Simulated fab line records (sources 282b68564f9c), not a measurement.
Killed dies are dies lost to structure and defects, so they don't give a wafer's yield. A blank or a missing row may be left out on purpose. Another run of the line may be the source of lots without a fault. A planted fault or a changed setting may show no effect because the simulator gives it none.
A lot that was struck, set against a sound lot :: flow rit_cmos :: 44 steps out of a route of 202
Sound: wafers L534.1, L534.2, L534.6. The struck wafers were L542.2, L542.3, L542.6. At the end, the cause is stated.
Each step with rows lists, per side, the tool, then ch with its chambers, then its first start. Under that, the readings that differ: sound wafers :: struck wafers :: difference of the means :: sigmas: that difference in standard deviations of wafers without a fault.
alike: same words and numbers on both sides, and readings whose means sit less than 2 such deviations apart. not compared: any withheld reading, any reading some wafer has no value for, any bound like >300 that may hide the same value, and any number with overlapping values for which the record gives no deviation.
A row with sigmas, a row that says differs or no value, or rows on one side alone: a step with any of these is where the two part. When numbers do not overlap yet have no deviation, they are printed without sigmas and do not part them. A reading that every wafer of one side lacks parts them only if that side has two wafers or more.

first, 2 steps without rows for these wafers: RIT_PLDD_PEB_04; RIT_PLDD_DEVELOP_05 (develop time 51.09 s).
RIT_PLDD_OVL_MEAS_06:
  sound on overlay-02 at day 5 07:54; struck on overlay-02 at day 6 22:22
  alike: PLDD_OVL
then, 2 steps without rows for these wafers: RIT_PLDD_HARDBAKE_07 (time 60 s); RIT_PLDD_IMPLANT_08.
RIT_PLDD_STRIP_09: strips in O2, time 180 s.
  sound on plasma_asher-01 ch 0,1, day 5 08:14; struck on plasma_asher-01 ch 0,1, day 6 22:41
  alike: drypump_motor_current_A
  not compared: rf_hours_counter_h
RIT_PLDD_TW_MEAS_10:
  sound on film_metro-02 at day 5 08:25; struck on film_metro-03 at day 6 22:53
  alike: PLDD_TW
then, 4 steps without rows for these wafers: RIT_SPACER_CLEAN_00 (cleans in SC1, time 600 s); RIT_SPACER_CLEAN_01 (cleans in dHF, time 30 s); RIT_SPACER_CLEAN_02 (cleans in SC2, time 600 s); RIT_SPACER_CVD_03 (deposits Si3N4 from SiH2Cl2/NH3, target thk 250 nm, time 3300 s).
RIT_SPACER_THK_MEAS_04:
  sound on film_metro-04 at day 5 10:45; struck on film_metro-02 at day 7 01:50
  alike: SPACER_NITRIDE_THK
RIT_SPACER_ETCHBACK_05: etches Si3N4 in SF6/CHF3, stops on SiO2, target depth 250 nm, time 240 s.
  sound on rie_diel-01 ch 0,1,3, day 5 10:49; struck on rie_diel-01 ch 1,2,3, day 7 01:53
reading: oes_product_au (a.u.)
sound: 0.873 0.861 0.833
struck: 0.653 0.672 0.642
difference: -0.200
sigmas: -12

reading: run_length_s (s)
sound: 268.5 267.6 268.7
struck: 380.7 380.3 380.8
difference: +112.3
sigmas: +99 or more

reading: model.poly-Si_of_GATE_CVD_08.thk_nm (nm)
sound: 162.2 163.8 160.7
struck: 137.1 134.3 134.6
difference: -26.9
sigmas: 

reading: model.Si3N4_of_SPACER_CVD_03.thk_nm (nm)
sound: 195.6 196.7 195
struck: 174.2 172.4 170.4
difference: -23.4
sigmas: 

reading: model.SiO2_of_FOX2_OXIDATION_00.thk_nm (nm)
sound: 188.1 189.3 182.4
struck: 147.3 149.2 145.6
difference: -39.2
sigmas: 
  alike: CHF3_flow_sccm, drypump_motor_current_A, throttle_valve_pct
  not compared: rf_hours_counter_h
then, 6 steps without rows for these wafers: RIT_NSD_HMDS_00 (prime time 60 s); RIT_NSD_COAT_01 (resist thk 989.5 nm); RIT_NSD_SOFTBAKE_02 (time 60 s); RIT_NSD_EXPOSE_03 (exposes mask M9, target cd 40700 nm); RIT_NSD_PEB_04; RIT_NSD_DEVELOP_05 (develop time 50 s).
RIT_NSD_OVL_MEAS_06:
  sound on overlay-02 at day 5 11:56; struck on overlay-02 at day 7 02:53
  alike: NSD_OVL
then, 2 steps without rows for these wafers: RIT_NSD_HARDBAKE_07 (time 60 s); RIT_NSD_IMPLANT_08.
RIT_NSD_STRIP_09: strips in O2, time 180 s.
  sound on plasma_asher-02 ch 0,1, day 5 12:16; struck on plasma_asher-01 ch 0,1, day 7 03:13
  alike: drypump_motor_current_A
  not compared: rf_hours_counter_h
RIT_NSD_TW_MEAS_10:
  sound on film_metro-02 at day 5 12:27; struck on film_metro-02 at day 7 03:24
  alike: NSD_TW
then, 6 steps without rows for these wafers: RIT_PSD_HMDS_00 (prime time 60 s); RIT_PSD_COAT_01 (resist thk 1000 nm); RIT_PSD_SOFTBAKE_02 (time 60 s); RIT_PSD_EXPOSE_03 (exposes mask M10, target cd 40900 nm); RIT_PSD_PEB_04; RIT_PSD_DEVELOP_05 (develop time 50 s).
RIT_PSD_OVL_MEAS_06:
  sound on overlay-01 at day 5 13:46; struck on overlay-02 at day 7 04:26
  alike: PSD_OVL
then, 2 steps without rows for these wafers: RIT_PSD_HARDBAKE_07 (time 60 s); RIT_PSD_IMPLANT_08.
RIT_PSD_STRIP_09: strips in O2, time 180 s.
  sound on plasma_asher-03 ch 0,1, day 5 14:07; struck on plasma_asher-01 ch 0,1, day 7 04:46
  alike: drypump_motor_current_A
  not compared: rf_hours_counter_h
RIT_PSD_TW_MEAS_10:
  sound on film_metro-03 at day 5 14:17; struck on film_metro-02 at day 7 04:56
  alike: PSD_TW
then, 2 steps without rows for these wafers: RIT_SDANNEAL_CLEAN_00 (cleans in SC1, time 600 s); RIT_SDANNEAL_CLEAN_01 (cleans in dHF, time 30 s).
RIT_SDANNEAL_CLEAN_02: cleans in SC2, time 590 s.
  sound on wet_bench-03 ch 2, day 5 14:32; struck on wet_bench-04 ch 0, day 7 05:11
reading: model.poly-Si_of_GATE_CVD_08.thk_nm (nm)
sound: 157.8 159.4 156.3
struck: 132.8 129.9 130.3
difference: -26.8
sigmas: 
RIT_SDANNEAL_RTA_03: time 5 s.
  sound on rtp_anneal-02 ch 0, day 5 14:43; struck on rtp_anneal-02 ch 0, day 7 05:32
reading: wafer_temp_C_max
sound: 1054.7 1054.9 1053.6
struck: 1052.7 1051.5 1051.8
difference: -2.4
sigmas: -2
RIT_SDANNEAL_RS_MEAS_04: measures by four-point-probe.
  sound on film_metro-01 at day 5 14:46; struck on film_metro-03 at day 7 05:37
  alike: PSD_RS
RIT_SDANNEAL_RS_MEAS_05: measures by four-point-probe.
  sound on film_metro-01 at day 5 14:53; struck on film_metro-03 at day 7 05:44
  alike: NSD_RS
RIT_SDANNEAL_RS_MEAS_06: measures by four-point-probe.
  sound on film_metro-01 at day 5 15:01; struck on film_metro-03 at day 7 05:51
reading: PLDD_RS (ohm/sq)
sound: 177.7 177.9 177.4
struck: 179.0 179.5 179.1
difference: +1.5
sigmas: +3
RIT_SILICIDE_WET_ETCH_00: etches SiO2 in BOE, target depth 14 nm, time 15 s.
  sound on wet_bench-01 ch 0, day 5 15:15; struck on wet_bench-01 ch 2, day 7 06:04
reading: model.Si3N4_of_SPACER_CVD_03.thk_nm (nm)
sound: 194.4 195.6 193.9
struck: 173.1 171.2 169.3
difference: -23.4
sigmas: 

reading: model.SiO2_of_FOX2_OXIDATION_00.thk_nm (nm)
sound: 159.8 160.8 153.9
struck: 119 120.8 117.1
difference: -39
sigmas: 
RIT_M1_PROBE_99:
  sound on prober-01 at day 5 22:09; struck on prober-01 at day 7 13:10
reading: killed_at_M0_to_M3
sound: 0 0 0
struck: 1 0 0
difference: +0
sigmas: +2

reading: model.etest.pplus_sal.width_nm (nm)
sound: 3427 3422 3442
struck: 3664 3655 3661
difference: +230
sigmas: 

reading: model.etest.nplus_sal.width_nm (nm)
sound: 3432 3402 3434
struck: 3649 3655 3654
difference: +230
sigmas: 

reading: model.etest.pldd.rs_ohm_sq
sound: 551.3 545.8 558
struck: 509.4 410.4 313.8
difference: -140.5
sigmas: 

reading: model.etest.nldd.rs_ohm_sq
sound: 368.4 366.6 368.9
struck: 344.2 241.4 196.2
difference: -107.4
sigmas: 

reading: model.etest.nldd.width_nm (nm)
sound: 3158 3152 3158
struck: 3340 3355 3336
difference: +188
sigmas: 

reading: model.etest.pldd.width_nm (nm)
sound: 3167 3155 3177
struck: 3334 3342 3344
difference: +174
sigmas: 

reading: model.etest.pwell_pinched.rs_ohm_sq
sound: 463.2 455.6 463.8
struck: 562.2 566.9 564.3
difference: +103.6
sigmas: 

reading: model.etest.nwell_pinched.rs_ohm_sq
sound: 336.7 327.8 335.9
struck: 418.5 427.6 429.7
difference: +91.8
sigmas: 
  alike: killed_at_contacts, killed_at_front_end, killed_dies, killed_on_rim, killed_open, killed_short

## WHERE THEY PART
Last at RIT_M1_PROBE_99 as far as this record goes, first at RIT_SPACER_ETCHBACK_05.

WHY: whatever the simulator had introduced
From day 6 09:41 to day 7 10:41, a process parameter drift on rie_diel-01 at RIT_SPACER_ETCHBACK_05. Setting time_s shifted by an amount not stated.
